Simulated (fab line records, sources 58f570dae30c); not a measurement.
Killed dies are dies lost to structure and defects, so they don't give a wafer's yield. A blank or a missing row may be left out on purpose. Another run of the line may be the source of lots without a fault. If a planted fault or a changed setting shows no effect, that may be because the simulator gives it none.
What tool caused it? + flow berkeley-cmos170 + 14 lots, 42 wafers sampled, at 3 steps of a route of 331

== WHAT THE GAUGES READ, wafer by wafer ==
UCB170_ACTIVE_OVL_MEAS_14. Usual: ACTIVE_OVL 3 nm, standard deviation 6.
| lot  | measured     | on         | ACTIVE_OVL (nm) | flag |
|------|--------------|------------|-----------------|------|
| L251 | day 4 19:55  | overlay-02 | -2 -5 -2        |      |
| L252 | day 5 13:04  | overlay-02 | 1 5 7           |      |
| L254 | day 5 13:20  | overlay-01 | 14 8 6          |      |
| L257 | day 6 00:10  | overlay-02 | 13 7 7          |      |
| L258 | day 6 18:14  | overlay-02 | -3 -4 -3        |      |
| L259 | day 6 18:46  | overlay-01 | 7 13 8          |      |
| L261 | day 7 15:50  | overlay-02 | -7 -9 -3        |      |
| L263 | day 7 15:29  | overlay-01 | 9 0 7           |      |
| L262 | day 7 15:12  | overlay-02 | -3 -8 1         |      |
| L266 | day 8 11:53  | overlay-02 | -1 -1 3         |      |
| L268 | day 8 16:51  | overlay-02 | 8 10 6          |      |
| L269 | day 8 23:26  | overlay-02 | 3 -1 2          |      |
| L272 | day 9 11:38  | overlay-01 | 8 3 2           |      |
| L273 | day 10 04:01 | overlay-01 | 0 -3 -3         |      |

UCB170_SCREENOX_THK_MEAS_02. Usual: SCREENOX_OXIDE_THK 14.19 nm, standard deviation 0.25.
| lot  | measured     | on            | SCREENOX_OXIDE_THK (nm) | flag |
|------|--------------|---------------|-------------------------|------|
| L251 | day 6 01:29  | film-metro-02 | 13.98 14.16 14.25       |      |
| L252 | day 6 23:08  | film-metro-01 | 14.48 14.27 14.45       |      |
| L254 | day 6 23:07  | film-metro-04 | 14.34 14.49 14.31       |      |
| L257 | day 7 19:14  | film-metro-02 | 14.04 14.31 14.28       |      |
| L258 | day 8 09:34  | film-metro-04 | 14.38 14.25 14.52       |      |
| L259 | day 8 09:32  | film-metro-01 | 14.22 14.39 14.51       |      |
| L261 | day 8 23:42  | film-metro-04 | 14.31 14.29 14.55       |      |
| L263 | day 8 23:38  | film-metro-04 | 14.02 14.04 14.09       |      |
| L262 | day 8 23:38  | film-metro-01 | 14.32 14.69 14.44       |      |
| L266 | day 9 19:40  | film-metro-01 | 14.19 14.05 14.15       |      |
| L268 | day 10 01:26 | film-metro-01 | 13.83 13.85 13.83       |      |
| L269 | day 10 09:10 | film-metro-04 | 14.01 13.86 13.93       |      |
| L272 | day 10 22:54 | film-metro-04 | 14.08 14.10 14.26       |      |
| L273 | day 11 15:50 | film-metro-02 | 14.42 14.38 14.39       |      |

== EACH LOT AND THE TOOL THAT RAN IT (in order: tool; ch and the chambers of the sampled wafers; start) ==
| lot  | UCB170_NWELL_STRIP_15               |
|------|-------------------------------------|
| L251 | plasma-asher-01 ch 0,1, day 2 16:15 |
| L252 | plasma-asher-04 ch 0,1, day 2 23:37 |
| L254 | plasma-asher-02 ch 0, day 3 03:44   |
| L257 | plasma-asher-02 ch 0,1, day 3 21:53 |
| L258 | plasma-asher-04 ch 0,1, day 4 05:30 |
| L259 | plasma-asher-04 ch 0,1, day 4 10:29 |
| L261 | plasma-asher-02 ch 0,1, day 5 00:34 |
| L263 | plasma-asher-01 ch 0,1, day 5 05:58 |
| L262 | plasma-asher-04 ch 0,1, day 5 06:15 |
| L266 | plasma-asher-02 ch 0,1, day 5 16:07 |
| L268 | plasma-asher-02 ch 0,1, day 6 03:31 |
| L269 | plasma-asher-04 ch 0,1, day 6 11:39 |
| L272 | plasma-asher-01 ch 0,1, day 7 05:13 |
| L273 | plasma-asher-02 ch 1, day 7 18:07   |
- UCB170_NWELL_STRIP_15: strips in O2.

== AS READ BY THE TOOLS THEMSELVES (means over the sampled wafers that have a number; for cases with no such wafer, the mark the record gives instead) ==
UCB170_NWELL_STRIP_15. Usual: drypump-motor-current-A 6.14 A, standard deviation 0.23; oes-product-au 0.721 a.u., standard deviation 0.0046; strip-time-to-endpoint-s 17.99 s, standard deviation 0.074.
| lot  | tool            | drypump-motor-current-A (A) | oes-product-au (a.u.) | strip-time-to-endpoint-s (s) | flag |
|------|-----------------|-----------------------------|-----------------------|------------------------------|------|
| L251 | plasma-asher-01 | 6.27                        | 0.726                 | 17.97                        |      |
| L252 | plasma-asher-04 | 6.28                        | 0.719                 | 18.02                        |      |
| L254 | plasma-asher-02 | 6.22                        | 0.718                 | 17.96                        |      |
| L257 | plasma-asher-02 | 6.05                        | 0.720                 | 17.99                        |      |
| L258 | plasma-asher-04 | 6.16                        | 0.722                 | 18.01                        |      |
| L259 | plasma-asher-04 | 6.26                        | 0.721                 | 18.03                        |      |
| L261 | plasma-asher-02 | 5.87                        | 0.722                 | 17.99                        |      |
| L263 | plasma-asher-01 | 6.24                        | 0.719                 | 17.88                        |      |
| L262 | plasma-asher-04 | 6.14                        | 0.720                 | 18.06                        |      |
| L266 | plasma-asher-02 | 5.86                        | 0.721                 | 17.97                        |      |
| L268 | plasma-asher-02 | 5.88                        | 0.721                 | 18.03                        |      |
| L269 | plasma-asher-04 | 6.14                        | 0.721                 | 17.95                        |      |
| L272 | plasma-asher-01 | 6.26                        | 0.725                 | 17.88                        |      |
| L273 | plasma-asher-02 | 5.68                        | 0.721                 | 17.98                        |      |

== THE ANSWER, worked out from the rows above alone ==
Rule: a lot is off if the mean of its wafers that have a number lies more than 3 standard deviations from the usual mean. Also off: a lot with no number at a reading for which 4 or more lots have one. All remaining lots with rows at the step are treated as sound. After the gauges, taken in route order, come the tools' own readings; for these a lot's mean is taken, as printed above. At the first step where some lot is off, the reading lying furthest off is the one used; lots without a number count as furthest.
Nothing can be told from this: no lot is off at any reading shown.

== WHAT WAS PUT IN BY THE SIMULATOR ==
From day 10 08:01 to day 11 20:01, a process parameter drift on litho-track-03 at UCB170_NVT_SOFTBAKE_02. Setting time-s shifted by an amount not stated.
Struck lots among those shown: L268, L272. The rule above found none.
